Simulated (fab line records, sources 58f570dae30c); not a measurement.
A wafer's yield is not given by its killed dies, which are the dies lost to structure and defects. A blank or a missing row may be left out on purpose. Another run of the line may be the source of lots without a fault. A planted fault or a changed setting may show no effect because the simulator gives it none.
Which tool is to blame? | flow berkeley cmos170 | 7 lots, 21 wafers sampled, at 3 steps of a route of 331

WHAT THE GAUGES SHOWED, per wafer
UCB170_V1_THK_MEAS_01.
lot  | measured     | on            | V1_TEOS_THK (nm)
L541 | day 8 22:42  | film metro-02 | 1991 2029 2002
L543 | day 8 22:32  | film metro-03 | 2007 2058 2054
L547 | day 9 02:34  | film metro-03 | 1986 2019 2071
L550 | day 10 07:35 | film metro-03 | 2035 2033 2064
L555 | day 10 20:19 | film metro-02 | 1991 2051 2032
L557 | day 10 20:20 | film metro-01 | 1952 2008 2052
L562 | day 12 13:08 | film metro-03 | 2014 2054 2054

TOOL THAT RAN EACH LOT (tool first, then ch and the chambers of the sampled wafers, then the start)
lot  | UCB170_ACTIVE_ETCH_15             | UCB170_ACTIVE_STRIP_16
L541 | rie diel-01 ch 1,2, day 4 23:36   | plasma asher-02 ch 0,1, day 4 23:42
L543 | rie diel-01 ch 0,3, day 5 00:05   | plasma asher-02 ch 0, day 5 00:11
L547 | rie diel-04 ch 0,1,3, day 5 22:06 | plasma asher-04 ch 0,1, day 5 22:12
L550 | rie diel-03 ch 0,1,3, day 7 00:43 | plasma asher-02 ch 0,1, day 7 00:49
L555 | rie diel-03 ch 0,2, day 7 15:23   | plasma asher-03 ch 0,1, day 7 15:29
L557 | rie diel-03 ch 2,3, day 7 22:33   | plasma asher-02 ch 0,1, day 7 22:39
L562 | rie diel-04 ch 0,2, day 9 11:25   | plasma asher-03 ch 0,1, day 9 11:34
- UCB170_ACTIVE_ETCH_15: etches Si3N4 in CH3F/Ar/O2, stops on SiO2, target depth 242 nm, time 151 s.
- UCB170_ACTIVE_STRIP_16: strips in O2.

THE ANSWER, worked out from the rows above alone
Rule: usual is defined by the lots themselves. The widest of any qualifying gaps counts: lots, ordered by their means at a reading, are off when they make up no more than a third of the lots, leave a main group of 4 or more, and stand apart from it by 3 or more times the standard deviation of that group's means. A main group is skipped when, at the precision printed for the reading in the tables above, its means are all equal. Also off: a lot with no number at a reading for which 4 or more lots have one. Where the step has rows for the other lots, those lots are counted as sound.
Across all readings shown, no lot is off: no conclusion can be drawn from this.

WHAT WAS PUT IN BY THE SIMULATOR
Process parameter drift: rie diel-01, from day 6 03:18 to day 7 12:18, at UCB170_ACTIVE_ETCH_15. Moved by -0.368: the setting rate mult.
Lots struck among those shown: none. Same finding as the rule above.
